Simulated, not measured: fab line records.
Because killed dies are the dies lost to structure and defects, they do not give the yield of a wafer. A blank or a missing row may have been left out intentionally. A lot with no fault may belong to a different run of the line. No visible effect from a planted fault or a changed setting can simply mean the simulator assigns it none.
One fault through the eyes of 2 desks | flow berkeley_cmos170 | each desk has only its own numbers; what lay behind them comes last

== AT THE METROLOGY DESK ==
What the gauges read, lot by lot, whatever tool the lot ran on: means of the sampled wafers that have a number. If a lot's mean is further than 4 standard deviations from the usual mean, the lot is out of limits and carries the mark OUT (the distance appears in the brackets).
Columns: A = NWELL_TW at UCB170_NWELL_TW_MEAS_16, usual 1248; B = PLDD_TW at UCB170_PLDD_TW_MEAS_11, usual 1006; C = V1_TEOS_THK at UCB170_V1_THK_MEAS_01, usual 2010 nm
lot  | first seen here | A    | B    | C
L209 | day 2 16:37     | 1235 | 993  | 2011
L210 | day 3 02:07     | 1267 | 1008 | 2004
L211 | day 3 02:23     | 1232 | 1014 | 2012
L212 | day 3 13:48     | 1235 | 993  | 1982
L213 | day 3 14:04     | 1267 | 1016 | 2025
L214 | day 3 23:07     | 1224 | 996  | 2025
L216 | day 4 06:37     | 1224 | 998  | 2008
L217 | day 4 06:52     | 1237 | 1000 | 1996
L218 | day 4 14:43     | 1266 | 1018 | 1990
L219 | day 4 14:55     | 1268 | 1020 | 1990
L220 | day 5 05:53     | 1227 | 1006 | 1967
L222 | day 5 14:03     | 1265 | 1002 | 2032
L228 | day 7 00:14     | 1241 | 995  | 2028
L231 | day 7 09:47     | 1255 | 999  | 2020
Finding of this desk: none of the 14 lots has anything out of limits.

== THE TOOL OWNER'S DESK: litho_track-02 ==
The tool's own readings at UCB170_NSD_DEVELOP_05 (develop time 45 s): means of the sampled wafers that have a number, for each lot that ran on this tool. If a lot's mean is further than 4 standard deviations from the usual mean, the lot is out of limits and carries the mark OUT (the distance appears in the brackets).
Columns: A = developer_temp_C at UCB170_NSD_DEVELOP_05, usual 21.03 C
lot  | first seen here | A
L209 | day 8 14:00     | 21.12
L217 | day 9 18:00     | 21.03
L220 | day 10 17:00    | 21.00
L228 | day 12 10:00    | 23.07 (+19) OUT
L231 | day 12 11:00    | 23.18 (+20) OUT
This desk's finding: out of limits on L228, L231; first on L228, day 12 10:00 (developer_temp_C at UCB170_NSD_DEVELOP_05). L209, L217, L220: within limits.

== BROUGHT TOGETHER ==
At day 12 10:00, on L228, L231, the tool owner's desk was in a position to raise an alarm.
At the metrology desk, nothing out of limits was observed.
The metrology desk has L228, L231 on record, within its limits.
The lots listed all ran UCB170_NSD_DEVELOP_05 on litho_track-02.

== WHAT WAS PUT IN BY THE SIMULATOR ==
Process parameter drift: litho_track-02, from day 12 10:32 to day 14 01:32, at UCB170_NSD_DEVELOP_05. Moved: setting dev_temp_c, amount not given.
Shown lots that were struck: L228, L231.
